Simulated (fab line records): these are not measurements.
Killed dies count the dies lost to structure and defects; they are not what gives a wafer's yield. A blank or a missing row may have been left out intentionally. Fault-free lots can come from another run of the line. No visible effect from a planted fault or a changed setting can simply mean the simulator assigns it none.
Comparing a struck lot with a sound one ; flow rit_cmos ; 43 out of 202 route steps
Sound: wafers L598.2, L598.5, L598.6. The struck wafers were L608.2, L608.3, L608.6. Last of all comes the cause.
At each step with rows: each side's tool, then ch and its chambers, then its first start. Under that, the readings that differ: sound wafers ; struck wafers ; difference of the means ; sigmas: that difference in standard deviations of wafers without a fault.
alike: readings whose means differ by less than 2 such deviations, and words and numbers that are the same on both sides. not compared: withheld readings, readings that some wafer has no value for, bounds like >300 that may hide the same value, and numbers for which the record gives no deviation and whose values overlap.
Wherever a step has rows on one side only, a row that says differs or no value, or a row with sigmas, the two part there. Non-overlapping numbers with no deviation appear without sigmas and do not part them. A reading missing from all wafers of one side parts the sides only when that side holds two or more wafers.

first, 1 step without rows for these wafers: RIT_ACTIVE_DEVELOP_10 (develop time 50 s).
RIT_ACTIVE_CD_MEAS_11: the cd target is 1400 nm.
  sound on cd_sem-02, day 1 14:28; struck on cd_sem-02, day 3 16:29
  alike: cd_nm
then, 1 step without rows for these wafers: RIT_ACTIVE_HARDBAKE_12 (time 60 s).
RIT_ACTIVE_ETCH_13: etches Si3N4 in SF6, stops on SiO2, time 210 s, target depth 210 nm.
  sound on rie_diel-02 ch 0,1, day 1 14:43; struck on rie_diel-04 ch 0,1,2, day 3 16:44
  alike: drypump_motor_current_A, oes_product_au, throttle_valve_pct
  not compared: rf_hours_counter_h
RIT_ACTIVE_STRIP_14: strips in O2, time 180 s.
  sound on plasma_asher-02 ch 0,1, day 1 14:50; struck on plasma_asher-04 ch 1, day 3 16:53
  alike: drypump_motor_current_A
  not compared: rf_hours_counter_h
RIT_ACTIVE_CD_MEAS_90: the cd target is 1400 nm.
  sound on cd_sem-02, day 1 15:02; struck on cd_sem-01, day 3 17:04
  alike: cd_nm
then, 4 steps without rows for these wafers: RIT_ACTIVE_CLEAN_15 (cleans in SC1, time 600 s); RIT_ACTIVE_CLEAN_16 (cleans in dHF, time 30 s); RIT_ACTIVE_CLEAN_17 (cleans in SC2, time 600 s); RIT_FOX1_OXIDATION_00 (target thk 350.7 nm, ox time 1130 s).
RIT_FOX1_THK_MEAS_01:
  sound on film_metro-01, day 1 19:31; struck on film_metro-02, day 3 20:20
  alike: FOX1_OXIDE_THK
then, 1 step without rows for these wafers: RIT_FOX1_WET_ETCH_02 (etches SiO2 in BOE, target depth 350 nm, time 390 s).
RIT_FOX2_OXIDATION_00: target thk 350.7 nm, ox time 1168 s.
  sound on furnace-03 ch 0, day 1 20:07; struck on furnace-04 ch 0, day 3 20:30
  alike: ox_temp_c, zone_power_centre_pct
RIT_FOX2_THK_MEAS_01:
  sound on film_metro-02, day 1 21:26; struck on film_metro-03, day 3 21:49
  alike: FOX2_OXIDE_THK
then, 2 steps without rows for these wafers: RIT_FOX2_CLEAN_02 (cleans in dHF, time 180 s); RIT_FOX2_WET_ETCH_03 (etches Si3N4 in H3PO4, target depth 195 nm, time 2700 s).
RIT_FOX2_THK_MEAS_90:
  sound on film_metro-04, day 1 22:19; struck on film_metro-04, day 3 22:46
  alike: FIELD_OXIDE_LEFT_1_THK
then, 6 steps without rows for these wafers: RIT_NWELL_HMDS_00 (prime time 60 s); RIT_NWELL_COAT_01 (resist thk 1300 nm); RIT_NWELL_SOFTBAKE_02 (time 60 s); RIT_NWELL_EXPOSE_03 (exposes mask M2, target cd 43900 nm); RIT_NWELL_PEB_04; RIT_NWELL_DEVELOP_05 (develop time 68 s).
RIT_NWELL_OVL_MEAS_06:
  sound on overlay-01, day 1 23:25; struck on overlay-02, day 3 23:49
  alike: NWELL_OVL
then, 2 steps without rows for these wafers: RIT_NWELL_HARDBAKE_07 (time 120 s); RIT_NWELL_IMPLANT_08.
RIT_NWELL_STRIP_09: strips in O2, time 180 s.
  sound on plasma_asher-02 ch 0,1, day 1 23:50; struck on plasma_asher-02 ch 0,1, day 4 00:15
  alike: drypump_motor_current_A
  not compared: rf_hours_counter_h
RIT_NWELL_TW_MEAS_10:
  sound on film_metro-01, day 2 00:02; struck on film_metro-03, day 4 00:26
  alike: NWELL_TW
then, 6 steps without rows for these wafers: RIT_PWELL_HMDS_00 (prime time 60 s); RIT_PWELL_COAT_01 (resist thk 1300 nm); RIT_PWELL_SOFTBAKE_02 (time 60 s); RIT_PWELL_EXPOSE_03 (exposes mask M3, target cd 43700 nm); RIT_PWELL_PEB_04; RIT_PWELL_DEVELOP_05 (develop time 68 s).
RIT_PWELL_OVL_MEAS_06:
  sound on overlay-01, day 2 01:05; struck on overlay-02, day 4 01:30
  alike: PWELL_OVL
then, 2 steps without rows for these wafers: RIT_PWELL_HARDBAKE_07 (time 120 s); RIT_PWELL_IMPLANT_08.
RIT_PWELL_STRIP_09: strips in O2, time 180 s.
  sound on plasma_asher-01 ch 0,1, day 2 01:31; struck on plasma_asher-04 ch 0,1, day 4 01:56
  alike: drypump_motor_current_A
  not compared: rf_hours_counter_h
RIT_PWELL_TW_MEAS_10:
  sound on film_metro-03, day 2 01:42; struck on film_metro-03, day 4 02:07
  alike: PWELL_TW
then, 1 step without rows for these wafers: RIT_WELLDRIVE_ANNEAL_00 (time 14700 s).
RIT_WELLDRIVE_RS_MEAS_01: the measuring method here is four-point-probe.
  sound on film_metro-03, day 2 06:52; struck on film_metro-04, day 4 08:19
  alike: NWELL_RS
RIT_WELLDRIVE_RS_MEAS_02: the measuring method here is four-point-probe.
  sound on film_metro-03, day 2 06:59; struck on film_metro-04, day 4 08:26
  alike: PWELL_RS
RIT_M1_PROBE_99:
  record: rows for the struck wafers here (prober-01, day 5 13:10), none for the sound ones

== WHERE THEY PART ==
At RIT_M1_PROBE_99 and nowhere else, as far as this record goes.

WHY: the cause the simulator had injected
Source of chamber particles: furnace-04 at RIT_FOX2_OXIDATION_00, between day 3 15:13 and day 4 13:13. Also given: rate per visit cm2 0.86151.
